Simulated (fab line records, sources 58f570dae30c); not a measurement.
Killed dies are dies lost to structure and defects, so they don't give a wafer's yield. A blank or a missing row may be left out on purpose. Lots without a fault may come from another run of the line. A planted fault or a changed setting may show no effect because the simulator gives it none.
fab line records | flow berkeley_cmos170
record lots=5 wafers=23
route steps=331 shown M3@327
start_h: hours from the record's first day to the start of the lot's first wafer shown | wait_h: hours since the lot's step before | " the same as in the row above | L1.1+2: a row that stands for several wafers | - no value, or no start given | * or withheld: withheld | < > ~ a bound
route shown NAME@n: a module of which the file shows steps, and the number in the route of the first | usual: mean/standard deviation of fault-free wafers | same: alike in all rows | chamber/n: place in a boat | sites: the reading at each site | _std_site: their standard deviation | _edge_site: outer sites' mean less inner sites' | radius_mm: how far each site lies from the wafer's centre | mask NAME#n: copy n | behind: the tool/chamber that last shaped the wafer | hold: why the lot was held/for how many hours/how that ended | device: the transistor (n, p or np) that didn't switch | end of line: the same wafers' tests at the end of the route | a step without rows: its recipe alone | killed: dies lost to structure and defects at the first sort, not the wafer's yield | map: a wafer's dies, x killed, . not, _ none there
set.NAME: the setting as run; set.NAME@STEP: as run at that earlier step | model.NAME: the simulator's own value behind a step, which no gauge read
lots whose settings were changed on purpose; a table a step, a row a wafer
## steps
# step UCB170_M3_METAL_ETCH_18
# recipe chemistry=Cl2/BCl3 target=Al stop_on=SiO2 pressure_mtorr=12 target_depth_a=11700 over_etch_frac=0.3 time_s=195 icp_w=600 bias_w=120 Cl2_flow_sccm=90 bcl3_flow_sccm=45
# columns lot.wafer tool chamber start_h wait_h set.over_etch_frac model.KrF_of_M3_COAT_10.thk_nm
L076.1 rie_metal-03 0 197.19 - 0.3 -
L076.2 " 1 " " 0.3 221.5
L076.3 " 0 " " 0.3 207.8
L076.4 " 1 " " 0.3645 -
L076.5 " 0 " " 0.3645 175
L078.2 rie_metal-02 0 210.06 - 0.2467 238.4
L078.3 " 1 " " 0.3 206
L078.4 " 0 " " 0.3 -
L078.5 " 0 " " 0.3 207
L078.6 " 1 " " 0.2467 -
L079.1 rie_metal-04 1 210.80 - 0.3 213.5
L079.2 " 0 " " 0.353 193.4
L079.4 " 1 " " 0.353 187.8
L079.5 " 1 " " 0.3 214.7
L079.6 " 0 " " 0.3 223.2
L080.1 rie_metal-03 0 212.19 - 0.2123 257.6
L080.2+5 " 1,0 " " 0.3 -
L080.3 " 1 " " 0.2123 -
L080.6 " 1 " " 0.3 218.4
L082.2 rie_metal-04 1 219.31 - 0.3 220.3
L082.4 " 0 " " 0.3 216.1
L082.6 " 0 " " 0.3 218.5
# step UCB170_M3_STRIP_19
# recipe chemistry=O2 power_w=400 pressure_mtorr=3500 platen_temp_c=withheld o2_flow_sccm=400 overash_fraction=0.5
# usual oes_product_au=0.546/0.0078
# columns lot.wafer tool chamber start_h wait_h set.over_etch_frac@M3_METAL_ETCH_18 oes_product_au
L076.1 plasma_asher-01 0 197.38 0.1 0.3 0.535
L076.2 " 1 " " 0.3 0.555
L076.3 " 1 " " 0.3 0.535
L076.4 " 0 " " 0.3645 0.514
L076.5 " 0 " " 0.3645 0.501
L078.2 plasma_asher-04 0 210.25 0.1 0.2467 0.576
L078.3 " 1 " " 0.3 0.537
L078.4 " 0 " " 0.3 0.547
L078.5 " 0 " " 0.3 0.544
L078.6 " 1 " " 0.2467 0.578
L079.1 plasma_asher-04 0 210.99 0.1 0.3 0.550
L079.2 " 1 " " 0.353 0.511
L079.4 " 1 " " 0.353 0.512
L079.5 " 1 " " 0.3 0.547
L079.6 " 0 " " 0.3 0.546
L080.1 plasma_asher-01 0 212.38 0.1 0.2123 0.593
L080.2 " 1 " " 0.3 0.561
L080.3 " 1 " " 0.2123 0.601
L080.5 " 0 " " 0.3 0.542
L080.6 " 1 " " 0.3 0.551
L082.2 plasma_asher-01 1 219.50 0.1 0.3 0.554
L082.4 " 1 " " 0.3 0.548
L082.6 " 1 " " 0.3 0.546
## key
split step=UCB170_M3_METAL_ETCH_18 setting=over_etch_frac stated=0.3 by=wafer
response step=UCB170_M3_METAL_ETCH_18 reading=model.KrF_of_M3_COAT_10.thk_nm change=-1.58 per=1% r=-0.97
response step=UCB170_M3_STRIP_19 reading=oes_product_au change=-0.00171 per=1% r=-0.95
